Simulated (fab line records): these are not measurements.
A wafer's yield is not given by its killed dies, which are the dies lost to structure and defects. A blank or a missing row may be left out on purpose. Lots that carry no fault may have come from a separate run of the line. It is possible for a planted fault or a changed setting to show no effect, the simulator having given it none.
The same fault as seen by 2 desks    flow rit_cmos    numbers are kept per desk, each desk with only its own; the story behind them comes last

AT THE TOOL OWNER'S DESK: pvd_sputter-01
The tool's own readings at RIT_SILICIDE_SPUTTER_01 (material Ti, target thk 30 nm, time 240 s): means of the sampled wafers that have a number, for each lot that ran on this tool. Marked OUT: a lot whose mean sits more than 4 standard deviations from the usual mean, which makes it out of limits; the brackets give that distance.
Columns: A = throttle_valve_pct at RIT_SILICIDE_SPUTTER_01, usual 30.4 %
lot   first seen here  A
L674  day 3 12:11      29.8
L676  day 3 18:14      30.3
L680  day 4 16:01      29.9
L686  day 5 23:40      30.3
This desk found nothing out of limits on any of the 4 lots.

AT THE METROLOGY DESK
What the gauges read, lot by lot, whatever tool the lot ran on: means of the sampled wafers that have a number. Marked OUT: a lot whose mean sits more than 4 standard deviations from the usual mean, which makes it out of limits; the brackets give that distance.
Columns: A = cd_nm at RIT_ACTIVE_CD_MEAS_11, usual 1399.9 nm; B = SILICIDE_TI_RS at RIT_SILICIDE_RS_MEAS_02, usual 48.2 ohm/sq; C = SILICIDE_TI_THK at RIT_SILICIDE_THK_MEAS_03, usual 29.5 nm
lot   first seen here  A       B               C
L673  day 1 14:35      1401.0  47.9            29.8
L674  day 1 19:48      1402.8  47.9            29.5
L675  day 2 01:25      1401.1  48.1            29.5
L676  day 2 05:35      1402.2  48.4            29.5
L680  day 3 02:16      1399.0  65.8 (+25) OUT  23.0 (-17) OUT
L685  day 4 02:35      1396.1  48.6            29.3
L686  day 4 09:14      1396.9  66.0 (+26) OUT  22.8 (-17) OUT
L687  day 4 12:26      1398.0  48.6            29.5
L691  day 5 09:40      1402.8  48.4            29.4
L692  day 5 13:37      1400.7  47.8            29.7
L693  day 5 20:08      1397.7  47.9            29.8
L694  day 5 23:28      1400.1  48.4            29.5
L695  day 6 07:01      1397.9  47.6            29.9
L696  day 6 11:10      1402.0  48.3            29.6
This desk reports L680, L686 out of limits; the earliest was L680 at day 4 16:10 (SILICIDE_TI_RS at RIT_SILICIDE_RS_MEAS_02). L673, L674, L675, L676, L685, L687, L691, L692, L693, L694, L695, L696: within limits.

PUT TOGETHER
Metrology desk: alarm possible at day 4 16:10 on L680, L686.
Nothing out of limits was seen by the tool owner's desk.
The tool owner's desk has L680, L686 on record, within its limits.
All the named lots went through RIT_SILICIDE_SPUTTER_01 on pvd_sputter-01.

WHAT THE SIMULATOR PUT IN
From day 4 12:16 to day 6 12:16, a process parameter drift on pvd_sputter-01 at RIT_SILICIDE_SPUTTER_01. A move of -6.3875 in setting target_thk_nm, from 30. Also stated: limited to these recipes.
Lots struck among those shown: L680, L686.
Per desk, hours elapsed from the start of the fault to the first reading out of limits: for the metrology desk, 4.
